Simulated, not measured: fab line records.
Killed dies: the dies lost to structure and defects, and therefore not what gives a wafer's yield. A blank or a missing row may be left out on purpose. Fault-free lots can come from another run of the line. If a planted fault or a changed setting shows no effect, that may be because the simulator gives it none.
Chamber matching -- flow rit_cmos -- RIT_CONTACT_CVD_00 on pecvd-01: 3 sister chambers
The step deposits SiO2 from TEOS, target thk 400 nm, time 61 s. 6 wafers are shown with their chamber, then 7 later ones without.

## WAFERS, EACH WITH ITS CHAMBER
wafer,chamber,heater_power_w (W)
L084.2,1,323
L087.1,1,318
L087.3,2,377
L087.5,0,334
L090.1,0,322
L090.2,2,366

## WAFERS MISSING THEIR CHAMBER
wafer,heater_power_w (W)
L090.3,278
L090.4,336
L090.5,294
L090.6,360
L095.2,334
L095.3,365
L095.6,283

## CHAMBER TAKEN BY EACH
wafer,from the rows above,in truth
L090.3,can't be placed: 1 or 0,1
L090.4,can't be placed: 0 or 1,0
L090.5,can't be placed: 1 or 0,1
L090.6,2,2
L095.2,can't be placed: 0 or 1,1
L095.3,2,2
L095.6,can't be placed: 1 or 0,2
Correctly placed: 2 of 7. Unplaceable from these rows: 5, with the true chamber sitting among the candidates in 4. Placed wrongly: 0.
How it was worked out, from the rows above alone: a wafer's distance from a chamber is the root of the sum, over the readings, of the square of ((its reading less the chamber's mean) divided by the reading's scatter). The wafer belongs to the nearest chamber; if the next one is less than 2 further off, it can't be placed. The mean given for a chamber averages the wafers shown for that chamber. The scatter: take each reading less its chamber's mean, square it, sum over the shown wafers, divide by the number of wafers less the number of chambers, and take the root.
